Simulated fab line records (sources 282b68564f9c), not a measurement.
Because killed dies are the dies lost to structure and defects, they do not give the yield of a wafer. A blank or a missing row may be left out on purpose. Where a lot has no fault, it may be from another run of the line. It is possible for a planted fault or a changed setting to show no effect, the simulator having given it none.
fab line records / flow rit-cmos
record: lots: 5 wafers: 15 last-day: 7
route steps=202 shown NWELL@30 PWELL@39
lots that met no fault: from a run of the same line without faults
start-h: hours from the record's first day to the start of the lot's first wafer shown / wait-h: time in hours since the lot's previous step / " repeats the value in the row above / L1.1+2: a single row standing in for several wafers / - no value present, or no start provided / * or withheld: withheld / < > ~ a bound
route shown NAME@n: names a module that has steps shown in the file, with the first one's number in the route / usual: mean and standard deviation over wafers with no fault / same: alike in all rows / chamber/n: place in a boat / sites: readings site by site / _std_site: their standard deviation / _edge_site: outer sites' mean less inner sites' / radius-mm: for every site, how far away it sits from the centre of the wafer / mask NAME#n: copy n / behind: the tool/chamber that last shaped the wafer / hold: the reason the lot was held/the length of the hold in hours/how it ended / device: transistor that didn't switch, given as n, p or np / end of line: tests run on the same wafers once the route is complete / a step with no rows: only its recipe / killed: the dies lost at the first sort to structure and to defects; this is not the yield of the wafer / map: a wafer's dies, marking killed ones x, the rest . and places with no die _
set.NAME: setting as actually run; set.NAME@STEP: the setting as run at that earlier step / model.NAME: the simulator's own value behind a step, which no gauge read
lots seen at some steps along the route; tables by step, rows by wafer
services: when a tool's chamber went out of use (start-h, in hours from the record's first day, below 0 if earlier), for how many hours, and the reason
== steps ==
step: RIT_NWELL_SOFTBAKE_02
recipe: resist: NOVOLAK temp-c: 90 time-s: 60
lot.wafer=L077.1+2+6 tool=litho-track-02 chamber=0 start-h=35.29 wait-h=0.1
lot.wafer=L085.2+3+4 tool=litho-track-04 chamber=0 start-h=74.93 wait-h=0.1
lot.wafer=L087.2+4+5 tool=litho-track-03 chamber=0 start-h=84.71 wait-h=0.1
lot.wafer=L092.2+4+6 tool=litho-track-03 chamber=0 start-h=109.80 wait-h=0.1
lot.wafer=L096.1+4+5 tool=litho-track-03 chamber=0 start-h=130.40 wait-h=0.1
step: RIT_NWELL_EXPOSE_03
recipe: mask-id: M2 na: 0.57 target-cd-nm: 43900 dose-mj: 250
usual: focus-offset-nm: 0.0/0.53 reticle-temp-C: 23.00/0.12
lot.wafer=L077.1 tool=iline-stepper-02 chamber=0 start-h=35.44 wait-h=0.1 mask=M2#0 focus-offset-nm=-0.4 reticle-temp-C=23.07
lot.wafer=L077.2 tool=iline-stepper-02 chamber=0 start-h=35.44 wait-h=0.1 mask=M2#0 focus-offset-nm=0.0 reticle-temp-C=23.02
lot.wafer=L077.6 tool=iline-stepper-02 chamber=0 start-h=35.44 wait-h=0.1 mask=M2#0 focus-offset-nm=0.1 reticle-temp-C=23.17
lot.wafer=L085.2 tool=iline-stepper-02 chamber=0 start-h=75.20 wait-h=0.2 mask=M2#0 focus-offset-nm=-0.4 reticle-temp-C=22.99
lot.wafer=L085.3 tool=iline-stepper-02 chamber=0 start-h=75.20 wait-h=0.2 mask=M2#0 focus-offset-nm=1.0 reticle-temp-C=23.10
lot.wafer=L085.4 tool=iline-stepper-02 chamber=0 start-h=75.20 wait-h=0.2 mask=M2#0 focus-offset-nm=-0.5 reticle-temp-C=22.97
lot.wafer=L087.2 tool=iline-stepper-01 chamber=0 start-h=84.86 wait-h=0.1 mask=M2#0 focus-offset-nm=0.1 reticle-temp-C=23.07
lot.wafer=L087.4 tool=iline-stepper-01 chamber=0 start-h=84.86 wait-h=0.1 mask=M2#0 focus-offset-nm=-0.2 reticle-temp-C=23.00
lot.wafer=L087.5 tool=iline-stepper-01 chamber=0 start-h=84.86 wait-h=0.1 mask=M2#0 focus-offset-nm=0.8 reticle-temp-C=23.13
lot.wafer=L092.2 tool=iline-stepper-02 chamber=0 start-h=109.95 wait-h=0.1 mask=M2#0 focus-offset-nm=0.3 reticle-temp-C=23.00
lot.wafer=L092.4 tool=iline-stepper-02 chamber=0 start-h=109.95 wait-h=0.1 mask=M2#0 focus-offset-nm=0.1 reticle-temp-C=23.07
lot.wafer=L092.6 tool=iline-stepper-02 chamber=0 start-h=109.95 wait-h=0.1 mask=M2#0 focus-offset-nm=0.6 reticle-temp-C=23.14
lot.wafer=L096.1 tool=iline-stepper-02 chamber=0 start-h=130.67 wait-h=0.2 mask=M2#0 focus-offset-nm=-0.3 reticle-temp-C=23.09
lot.wafer=L096.4 tool=iline-stepper-02 chamber=0 start-h=130.67 wait-h=0.2 mask=M2#0 focus-offset-nm=-0.6 reticle-temp-C=23.01
lot.wafer=L096.5 tool=iline-stepper-02 chamber=0 start-h=130.67 wait-h=0.2 mask=M2#0 focus-offset-nm=-0.1 reticle-temp-C=22.85
step: RIT_NWELL_PEB_04
recipe: resist: NOVOLAK temp-c: withheld time-s: withheld
lot.wafer=L077.1+2+6 tool=litho-track-03 chamber=0 start-h=35.56 wait-h=0.1
lot.wafer=L085.2+3+4 tool=litho-track-04 chamber=0 start-h=75.33 wait-h=0.1
lot.wafer=L087.2+4+5 tool=litho-track-03 chamber=0 start-h=84.98 wait-h=0.1
lot.wafer=L092.2+4+6 tool=litho-track-04 chamber=0 start-h=110.07 wait-h=0.1
lot.wafer=L096.1+4+5 tool=litho-track-03 chamber=0 start-h=130.79 wait-h=0.1
step: RIT_NWELL_DEVELOP_05
recipe: resist: NOVOLAK develop-time-s: 68 dev-temp-c: 23
lot.wafer=L077.1+2+6 tool=litho-track-03 chamber=0 start-h=- wait-h=-
lot.wafer=L085.2+3+4 tool=litho-track-04 chamber=0 start-h=- wait-h=-
lot.wafer=L087.2+4+5 tool=litho-track-03 chamber=0 start-h=- wait-h=-
lot.wafer=L092.2+4+6 tool=litho-track-04 chamber=0 start-h=- wait-h=-
lot.wafer=L096.1+4+5 tool=litho-track-03 chamber=0 start-h=- wait-h=-
step: RIT_NWELL_OVL_MEAS_06
usual: NWELL_OVL: -1.0/1.3
lot.wafer=L077.1 tool=overlay-01 chamber=- start-h=35.87 wait-h=- NWELL_OVL[nm]=-1.1
lot.wafer=L077.2 tool=overlay-01 chamber=- start-h=35.87 wait-h=- NWELL_OVL[nm]=-1.5
lot.wafer=L077.6 tool=overlay-01 chamber=- start-h=35.87 wait-h=- NWELL_OVL[nm]=-2.7
lot.wafer=L085.2 tool=overlay-01 chamber=- start-h=75.62 wait-h=- NWELL_OVL[nm]=0.0
lot.wafer=L085.3 tool=overlay-01 chamber=- start-h=75.62 wait-h=- NWELL_OVL[nm]=0.2
lot.wafer=L085.4 tool=overlay-01 chamber=- start-h=75.62 wait-h=- NWELL_OVL[nm]=-1.6
lot.wafer=L087.2 tool=overlay-01 chamber=- start-h=85.27 wait-h=- NWELL_OVL[nm]=-4.9
lot.wafer=L087.4 tool=overlay-01 chamber=- start-h=85.27 wait-h=- NWELL_OVL[nm]=-5.0
lot.wafer=L087.5 tool=overlay-01 chamber=- start-h=85.27 wait-h=- NWELL_OVL[nm]=-3.5
lot.wafer=L092.2 tool=overlay-01 chamber=- start-h=110.36 wait-h=- NWELL_OVL[nm]=-1.7
lot.wafer=L092.4 tool=overlay-01 chamber=- start-h=110.36 wait-h=- NWELL_OVL[nm]=-1.0
lot.wafer=L092.6 tool=overlay-01 chamber=- start-h=110.36 wait-h=- NWELL_OVL[nm]=-2.0
lot.wafer=L096.1 tool=overlay-02 chamber=- start-h=131.10 wait-h=- NWELL_OVL[nm]=1.3
lot.wafer=L096.4 tool=overlay-02 chamber=- start-h=131.10 wait-h=- NWELL_OVL[nm]=0.0
lot.wafer=L096.5 tool=overlay-02 chamber=- start-h=131.10 wait-h=- NWELL_OVL[nm]=-0.4
step: RIT_NWELL_HARDBAKE_07
recipe: resist: NOVOLAK temp-c: 140 time-s: 120
lot.wafer=L077.1+2+6 tool=litho-track-04 chamber=0 start-h=35.90 wait-h=0.0
lot.wafer=L085.2+3+4 tool=litho-track-02 chamber=0 start-h=75.69 wait-h=0.1
lot.wafer=L087.2+4+5 tool=litho-track-02 chamber=0 start-h=85.35 wait-h=0.1
lot.wafer=L092.2+4+6 tool=litho-track-02 chamber=0 start-h=110.44 wait-h=0.1
lot.wafer=L096.1+4+5 tool=litho-track-02 chamber=0 start-h=131.23 wait-h=0.1
step: RIT_NWELL_IMPLANT_08
recipe: species: P energy-kev: 170 dose-cm2: 5e+13 tilt-deg: 7
usual: faraday-current-uA: 159/3.3
lot.wafer=L077.1 tool=implanter-02 chamber=0 start-h=36.15 wait-h=0.2 faraday-current-uA=161
lot.wafer=L077.2 tool=implanter-02 chamber=0 start-h=36.15 wait-h=0.2 faraday-current-uA=161
lot.wafer=L077.6 tool=implanter-02 chamber=0 start-h=36.15 wait-h=0.2 faraday-current-uA=159
lot.wafer=L085.2 tool=implanter-01 chamber=0 start-h=75.92 wait-h=0.2 faraday-current-uA=157
lot.wafer=L085.3 tool=implanter-01 chamber=0 start-h=75.92 wait-h=0.2 faraday-current-uA=161
lot.wafer=L085.4 tool=implanter-01 chamber=0 start-h=75.92 wait-h=0.2 faraday-current-uA=155
lot.wafer=L087.2 tool=implanter-01 chamber=0 start-h=85.58 wait-h=0.2 faraday-current-uA=154
lot.wafer=L087.4 tool=implanter-01 chamber=0 start-h=85.58 wait-h=0.2 faraday-current-uA=158
lot.wafer=L087.5 tool=implanter-01 chamber=0 start-h=85.58 wait-h=0.2 faraday-current-uA=156
lot.wafer=L092.2 tool=implanter-01 chamber=0 start-h=110.67 wait-h=0.2 faraday-current-uA=164
lot.wafer=L092.4 tool=implanter-01 chamber=0 start-h=110.67 wait-h=0.2 faraday-current-uA=160
lot.wafer=L092.6 tool=implanter-01 chamber=0 start-h=110.67 wait-h=0.2 faraday-current-uA=156
lot.wafer=L096.1 tool=implanter-02 chamber=0 start-h=131.48 wait-h=0.2 faraday-current-uA=158
lot.wafer=L096.4 tool=implanter-02 chamber=0 start-h=131.48 wait-h=0.2 faraday-current-uA=163
lot.wafer=L096.5 tool=implanter-02 chamber=0 start-h=131.48 wait-h=0.2 faraday-current-uA=159
step: RIT_NWELL_STRIP_09
recipe: chemistry: O2 time-s: 180 resist: NOVOLAK platen-temp-c: withheld power-w: 500 pressure-mtorr: 4000 o2-flow-sccm: 4000
usual: drypump-motor-current-A: 5.6/0.38
lot.wafer=L077.1 tool=plasma-asher-04 chamber=0 start-h=36.30 wait-h=0.1 drypump-motor-current-A=4.9 rf-hours-counter-h=25
lot.wafer=L077.2 tool=plasma-asher-04 chamber=1 start-h=36.30 wait-h=0.1 drypump-motor-current-A=5.5 rf-hours-counter-h=25
lot.wafer=L077.6 tool=plasma-asher-04 chamber=1 start-h=36.30 wait-h=0.1 drypump-motor-current-A=5.6 rf-hours-counter-h=-
lot.wafer=L085.2 tool=plasma-asher-03 chamber=0 start-h=76.05 wait-h=0.1 drypump-motor-current-A=5.9 rf-hours-counter-h=46
lot.wafer=L085.3 tool=plasma-asher-03 chamber=0 start-h=76.05 wait-h=0.1 drypump-motor-current-A=5.9 rf-hours-counter-h=-
lot.wafer=L085.4 tool=plasma-asher-03 chamber=1 start-h=76.05 wait-h=0.1 drypump-motor-current-A=5.4 rf-hours-counter-h=-
lot.wafer=L087.2 tool=plasma-asher-01 chamber=1 start-h=85.70 wait-h=0.1 drypump-motor-current-A=6.2 rf-hours-counter-h=43
lot.wafer=L087.4 tool=plasma-asher-01 chamber=0 start-h=85.70 wait-h=0.1 drypump-motor-current-A=5.4 rf-hours-counter-h=-
lot.wafer=L087.5 tool=plasma-asher-01 chamber=1 start-h=85.70 wait-h=0.1 drypump-motor-current-A=6.2 rf-hours-counter-h=-
lot.wafer=L092.2 tool=plasma-asher-03 chamber=1 start-h=110.79 wait-h=0.1 drypump-motor-current-A=5.4 rf-hours-counter-h=49
lot.wafer=L092.4 tool=plasma-asher-03 chamber=0 start-h=110.79 wait-h=0.1 drypump-motor-current-A=5.9 rf-hours-counter-h=-
lot.wafer=L092.6 tool=plasma-asher-03 chamber=1 start-h=110.79 wait-h=0.1 drypump-motor-current-A=5.4 rf-hours-counter-h=-
lot.wafer=L096.1 tool=plasma-asher-03 chamber=1 start-h=131.63 wait-h=0.1 drypump-motor-current-A=5.5 rf-hours-counter-h=52
lot.wafer=L096.4 tool=plasma-asher-03 chamber=0 start-h=131.63 wait-h=0.1 drypump-motor-current-A=5.8 rf-hours-counter-h=-
lot.wafer=L096.5 tool=plasma-asher-03 chamber=1 start-h=131.63 wait-h=0.1 drypump-motor-current-A=5.4 rf-hours-counter-h=-
step: RIT_NWELL_TW_MEAS_10
usual: NWELL_TW: 2148/29
lot.wafer=L077.1 tool=film-metro-02 chamber=- start-h=36.48 wait-h=0.1 NWELL_TW=2181
lot.wafer=L077.2 tool=film-metro-02 chamber=- start-h=36.48 wait-h=0.1 NWELL_TW=2185
lot.wafer=L077.6 tool=film-metro-02 chamber=- start-h=36.48 wait-h=0.1 NWELL_TW=2187
lot.wafer=L085.2 tool=film-metro-01 chamber=- start-h=76.23 wait-h=0.1 NWELL_TW=2199
lot.wafer=L085.3 tool=film-metro-01 chamber=- start-h=76.23 wait-h=0.1 NWELL_TW=2185
lot.wafer=L085.4 tool=film-metro-01 chamber=- start-h=76.23 wait-h=0.1 NWELL_TW=2184
lot.wafer=L087.2 tool=film-metro-01 chamber=- start-h=85.89 wait-h=0.1 NWELL_TW=2185
lot.wafer=L087.4 tool=film-metro-01 chamber=- start-h=85.89 wait-h=0.1 NWELL_TW=2183
lot.wafer=L087.5 tool=film-metro-01 chamber=- start-h=85.89 wait-h=0.1 NWELL_TW=2191
lot.wafer=L092.2 tool=film-metro-01 chamber=- start-h=110.98 wait-h=0.1 NWELL_TW=2164
lot.wafer=L092.4 tool=film-metro-01 chamber=- start-h=110.98 wait-h=0.1 NWELL_TW=2161
lot.wafer=L092.6 tool=film-metro-01 chamber=- start-h=110.98 wait-h=0.1 NWELL_TW=2162
lot.wafer=L096.1 tool=film-metro-04 chamber=- start-h=131.80 wait-h=0.1 NWELL_TW=2112
lot.wafer=L096.4 tool=film-metro-04 chamber=- start-h=131.80 wait-h=0.1 NWELL_TW=2122
lot.wafer=L096.5 tool=film-metro-04 chamber=- start-h=131.80 wait-h=0.1 NWELL_TW=2097
step: RIT_PWELL_HMDS_00
recipe: prime-time-s: 60 prime-temp-c: 140
lot.wafer=L077.1+2+6 tool=litho-track-01 chamber=0 start-h=36.54 wait-h=0.1
lot.wafer=L085.2+3+4 tool=litho-track-01 chamber=0 start-h=76.31 wait-h=0.1
lot.wafer=L087.2+4+5 tool=litho-track-02 chamber=0 start-h=85.96 wait-h=0.1
lot.wafer=L092.2+4+6 tool=litho-track-01 chamber=0 start-h=111.05 wait-h=0.1
lot.wafer=L096.1+4+5 tool=litho-track-01 chamber=0 start-h=131.86 wait-h=0.1
step: RIT_PWELL_COAT_01
recipe: resist: NOVOLAK spin-rpm: 2000 resist-thk-nm: 1300
lot.wafer=L077.1+2+6 tool=litho-track-01 chamber=0 start-h=36.69 wait-h=0.1
lot.wafer=L085.2+3+4 tool=litho-track-01 chamber=0 start-h=76.46 wait-h=0.1
lot.wafer=L087.2+4+5 tool=litho-track-02 chamber=0 start-h=86.11 wait-h=0.1
lot.wafer=L092.2+4+6 tool=litho-track-01 chamber=0 start-h=111.20 wait-h=0.1
lot.wafer=L096.1+4+5 tool=litho-track-01 chamber=0 start-h=132.01 wait-h=0.1
step: RIT_PWELL_SOFTBAKE_02
recipe: resist: NOVOLAK temp-c: 90 time-s: 60
lot.wafer=L077.1+2+6 tool=litho-track-01 chamber=0 start-h=36.84 wait-h=0.1
lot.wafer=L085.2+3+4 tool=litho-track-01 chamber=0 start-h=76.61 wait-h=0.1
lot.wafer=L087.2+4+5 tool=litho-track-02 chamber=0 start-h=86.26 wait-h=0.1
lot.wafer=L092.2+4+6 tool=litho-track-01 chamber=0 start-h=111.35 wait-h=0.1
lot.wafer=L096.1+4+5 tool=litho-track-01 chamber=0 start-h=132.16 wait-h=0.1
step: RIT_PWELL_EXPOSE_03
recipe: mask-id: M3 na: 0.57 target-cd-nm: 43700 dose-mj: 250
usual: focus-offset-nm: 0.0/0.55 reticle-temp-C: 22.99/0.099
lot.wafer=L077.1 tool=iline-stepper-01 chamber=0 start-h=36.99 wait-h=0.1 mask=M3#0 focus-offset-nm=-0.2 reticle-temp-C=23.14
lot.wafer=L077.2 tool=iline-stepper-01 chamber=0 start-h=36.99 wait-h=0.1 mask=M3#0 focus-offset-nm=-0.1 reticle-temp-C=23.13
lot.wafer=L077.6 tool=iline-stepper-01 chamber=0 start-h=36.99 wait-h=0.1 mask=M3#0 focus-offset-nm=-0.5 reticle-temp-C=23.02
lot.wafer=L085.2 tool=iline-stepper-01 chamber=0 start-h=76.88 wait-h=0.2 mask=M3#0 focus-offset-nm=-0.3 reticle-temp-C=22.98
lot.wafer=L085.3 tool=iline-stepper-01 chamber=0 start-h=76.88 wait-h=0.2 mask=M3#0 focus-offset-nm=-0.1 reticle-temp-C=22.99
lot.wafer=L085.4 tool=iline-stepper-01 chamber=0 start-h=76.88 wait-h=0.2 mask=M3#0 focus-offset-nm=-0.3 reticle-temp-C=22.99
lot.wafer=L087.2 tool=iline-stepper-02 chamber=0 start-h=86.41 wait-h=0.1 mask=M3#0 focus-offset-nm=0.9 reticle-temp-C=22.82
lot.wafer=L087.4 tool=iline-stepper-02 chamber=0 start-h=86.41 wait-h=0.1 mask=M3#0 focus-offset-nm=-0.5 reticle-temp-C=22.90
lot.wafer=L087.5 tool=iline-stepper-02 chamber=0 start-h=86.41 wait-h=0.1 mask=M3#0 focus-offset-nm=-0.3 reticle-temp-C=22.76
lot.wafer=L092.2 tool=iline-stepper-01 chamber=0 start-h=111.62 wait-h=0.2 mask=M3#0 focus-offset-nm=0.2 reticle-temp-C=23.07
lot.wafer=L092.4 tool=iline-stepper-01 chamber=0 start-h=111.62 wait-h=0.2 mask=M3#0 focus-offset-nm=0.0 reticle-temp-C=23.15
lot.wafer=L092.6 tool=iline-stepper-01 chamber=0 start-h=111.62 wait-h=0.2 mask=M3#0 focus-offset-nm=-0.3 reticle-temp-C=23.24
lot.wafer=L096.1 tool=iline-stepper-01 chamber=0 start-h=132.44 wait-h=0.2 mask=M3#0 focus-offset-nm=0.7 reticle-temp-C=22.85
lot.wafer=L096.4 tool=iline-stepper-01 chamber=0 start-h=132.44 wait-h=0.2 mask=M3#0 focus-offset-nm=0.3 reticle-temp-C=22.78
lot.wafer=L096.5 tool=iline-stepper-01 chamber=0 start-h=132.44 wait-h=0.2 mask=M3#0 focus-offset-nm=1.0 reticle-temp-C=22.91
== services ==
tool=implanter-01 chamber=- start-h=23.73 hours=1.5 kind=repair
tool=plasma-asher-01 chamber=- start-h=26.35 hours=2.8 kind=pm
tool=plasma-asher-04 chamber=- start-h=38.69 hours=1.9 kind=repair
tool=iline-stepper-02 chamber=- start-h=39.99 hours=1.7 kind=pm
tool=plasma-asher-04 chamber=- start-h=55.52 hours=12.9 kind=repair
tool=iline-stepper-01 chamber=- start-h=57.26 hours=2.1 kind=pm
tool=iline-stepper-01 chamber=- start-h=59.34 hours=- kind=consumable-replace:lamp
tool=plasma-asher-01 chamber=- start-h=61.46 hours=1.8 kind=repair
tool=implanter-01 chamber=- start-h=87.70 hours=0.8 kind=repair
tool=implanter-01 chamber=- start-h=96.47 hours=4.0 kind=repair
tool=plasma-asher-03 chamber=- start-h=96.68 hours=6.2 kind=repair
tool=implanter-01 chamber=- start-h=118.44 hours=5.3 kind=repair
tool=plasma-asher-01 chamber=- start-h=128.92 hours=8.7 kind=repair
== key ==
fault none
